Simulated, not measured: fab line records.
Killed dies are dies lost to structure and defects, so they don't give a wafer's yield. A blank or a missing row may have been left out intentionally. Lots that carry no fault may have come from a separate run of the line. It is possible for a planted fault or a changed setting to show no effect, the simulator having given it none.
Struck lot and sound lot, side by side | flow ritCmos | 44 steps out of a route of 202
Sound: wafers L658.1, L658.2, L658.6. The struck wafers were L657.1, L657.3, L657.6. The cause is named last.
At each step with rows: each side's tool, then ch and its chambers, then its first start. Under that, the readings that differ: sound wafers | struck wafers | difference of the means | sigmas: that difference in standard deviations of wafers without a fault.
alike: a reading whose means differ by less than 2 such deviations, as well as words and numbers matching on both sides. not compared: withheld readings; readings where some wafer has no value; bounds like >300 that might hide an equal value; numbers whose values overlap and for which the record gives no deviation.
Wherever a step has rows on one side only, a row that says differs or no value, or a row with sigmas, the two part there. When numbers do not overlap yet have no deviation, they are printed without sigmas and do not part them. A reading missing from all wafers of one side parts the sides only when that side holds two or more wafers.

first, 2 steps without rows for these wafers: RIT_FOX2_CLEAN_02 (cleans in dHF, time 180 s); RIT_FOX2_WET_ETCH_03 (etches Si3N4 in H3PO4, target depth 195 nm, time 2700 s).
RIT_FOX2_THK_MEAS_90:
  sound on filmMetro-02 at day 6 05:47; struck on filmMetro-04 at day 6 05:47
  alike: FIELD_OXIDE_LEFT_1_THK
then, 6 steps without rows for these wafers: RIT_NWELL_HMDS_00 (prime time 60 s); RIT_NWELL_COAT_01 (resist thk 1300 nm); RIT_NWELL_SOFTBAKE_02 (time 60 s); RIT_NWELL_EXPOSE_03 (exposes mask M2, target cd 43900 nm); RIT_NWELL_PEB_04; RIT_NWELL_DEVELOP_05 (develop time 68 s).
RIT_NWELL_OVL_MEAS_06:
  sound on overlay-01 at day 6 06:52; struck on overlay-01 at day 6 07:06
  alike: NWELL_OVL
then, 2 steps without rows for these wafers: RIT_NWELL_HARDBAKE_07 (time 120 s); RIT_NWELL_IMPLANT_08.
RIT_NWELL_STRIP_09: strips in O2, time 180 s.
  sound on plasmaAsher-02 ch 0,1, day 6 07:17; struck on plasmaAsher-04 ch 0,1, day 6 07:32
  no value came back on the struck wafers for chamberPressureMTorr (mTorr), drypumpMotorCurrentA (A), rfReflPowerW (W); on the sound wafers chamberPressureMTorr (mTorr) reads 4003 4002 3996
reading                                   | sound | struck         | difference | sigmas
model.NOVOLAK_of_NWELL_COAT_01.thkNm (nm) | 0 0 0 | 1141 1137 1140 | +1139      | 
  not compared: rfHoursCounterH
RIT_NWELL_TW_MEAS_10:
  sound on filmMetro-02 at day 6 07:28; struck on filmMetro-03 at day 6 07:43
reading  | sound          | struck         | difference | sigmas
NWELL_TW | 2141 2148 2153 | 2191 2180 2186 | +38        | +2
then, 6 steps without rows for these wafers: RIT_PWELL_HMDS_00 (prime time 60 s); RIT_PWELL_COAT_01 (resist thk 1300 nm); RIT_PWELL_SOFTBAKE_02 (time 60 s); RIT_PWELL_EXPOSE_03 (exposes mask M3, target cd 43700 nm); RIT_PWELL_PEB_04; RIT_PWELL_DEVELOP_05 (develop time 68 s).
RIT_PWELL_OVL_MEAS_06:
  sound on overlay-01 at day 6 08:32; struck on overlay-02 at day 6 08:47
  alike: PWELL_OVL
then, 2 steps without rows for these wafers: RIT_PWELL_HARDBAKE_07 (time 120 s); RIT_PWELL_IMPLANT_08.
RIT_PWELL_STRIP_09: strips in O2, time 180 s.
  sound on plasmaAsher-02 ch 0,1, day 6 08:58; struck on plasmaAsher-01 ch 0,1, day 6 09:13
reading                  | sound       | struck      | difference | sigmas
drypumpMotorCurrentA (A) | 5.9 6.5 6.5 | 4.9 5.3 4.9 | -1.3       | -2
  alike: chamberPressureMTorr, rfReflPowerW
  not compared: rfHoursCounterH
RIT_PWELL_TW_MEAS_10:
  sound on filmMetro-04 at day 6 09:08; struck on filmMetro-02 at day 6 09:23
reading  | sound       | struck   | difference | sigmas
PWELL_TW | 947 946 946 | 30 30 30 | -916       | -99 or more
then, 1 step without rows for these wafers: RIT_WELLDRIVE_ANNEAL_00 (time 14700 s).
RIT_WELLDRIVE_RS_MEAS_01: the measuring method here is four-point-probe.
  sound on filmMetro-04 at day 6 14:17; struck on filmMetro-02 at day 6 15:09
  alike: NWELL_RS
RIT_WELLDRIVE_RS_MEAS_02: the measuring method here is four-point-probe.
  sound on filmMetro-04 at day 6 14:25; struck on filmMetro-02 at day 6 15:16
  alike: PWELL_RS
then, 6 steps without rows for these wafers: RIT_NRETRO_HMDS_00 (prime time 60 s); RIT_NRETRO_COAT_01 (resist thk 1300 nm); RIT_NRETRO_SOFTBAKE_02 (time 60 s); RIT_NRETRO_EXPOSE_03 (exposes mask M4, target cd 43900 nm); RIT_NRETRO_PEB_04; RIT_NRETRO_DEVELOP_05 (develop time 68 s).
RIT_NRETRO_OVL_MEAS_06:
  sound on overlay-02 at day 6 15:32; struck on overlay-02 at day 6 16:16
  alike: NRETRO_OVL
then, 2 steps without rows for these wafers: RIT_NRETRO_HARDBAKE_07 (time 120 s); RIT_NRETRO_IMPLANT_08.
RIT_NRETRO_STRIP_09: strips in O2, time 180 s.
  sound on plasmaAsher-03 ch 0,1, day 6 15:58; struck on plasmaAsher-04 ch 0,1, day 6 16:42
  alike: chamberPressureMTorr, drypumpMotorCurrentA, rfReflPowerW
  not compared: rfHoursCounterH
RIT_NRETRO_TW_MEAS_10:
  sound on filmMetro-01 at day 6 16:08; struck on filmMetro-01 at day 6 16:53
reading   | sound          | struck   | difference | sigmas
NRETRO_TW | 1043 1044 1045 | 30 30 30 | -1014      | -99 or more
then, 3 steps without rows for these wafers: RIT_PRETRO_HMDS_00 (prime time 60 s); RIT_PRETRO_COAT_01 (resist thk 1300 nm); RIT_PRETRO_SOFTBAKE_02 (time 60 s).
RIT_PRETRO_TW_MEAS_10:
  sound on filmMetro-03 at day 6 17:49; struck on filmMetro-02 at day 6 18:26
reading   | sound       | struck   | difference | sigmas
PRETRO_TW | 482 485 483 | 30 30 30 | -453       | -99 or more
RIT_CONTACT_ETCH_11: etches SiO2 in CHF3/CF4/Ar, stops on TiSi2, target depth 480 nm, time 320 s.
  sound on rieDiel-02 ch 1,2,3, day 8 00:22; struck on rieDiel-04 ch 0,1,2, day 8 00:07
reading                 | sound             | struck         | difference | sigmas
model.CONTACT.cdNm (nm) | 996.2 997.8 997.6 | 1002 1003 1002 | +5         | 
  alike: chamberPressureMTorr, drypumpMotorCurrentA, mfcArSccm, oesProductAu, throttleValvePct
  not compared: rfHoursCounterH

WHERE THEY PART
At RIT_NWELL_STRIP_09 first; at RIT_PRETRO_TW_MEAS_10 last (within this record only). Later steps at which nothing parts them and some readings are alike: RIT_CONTACT_ETCH_11.

WHY: what had been put in by the simulator
Entire step skipped (plasmaAsher-04, RIT_NWELL_STRIP_09), from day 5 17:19 onward. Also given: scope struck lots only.
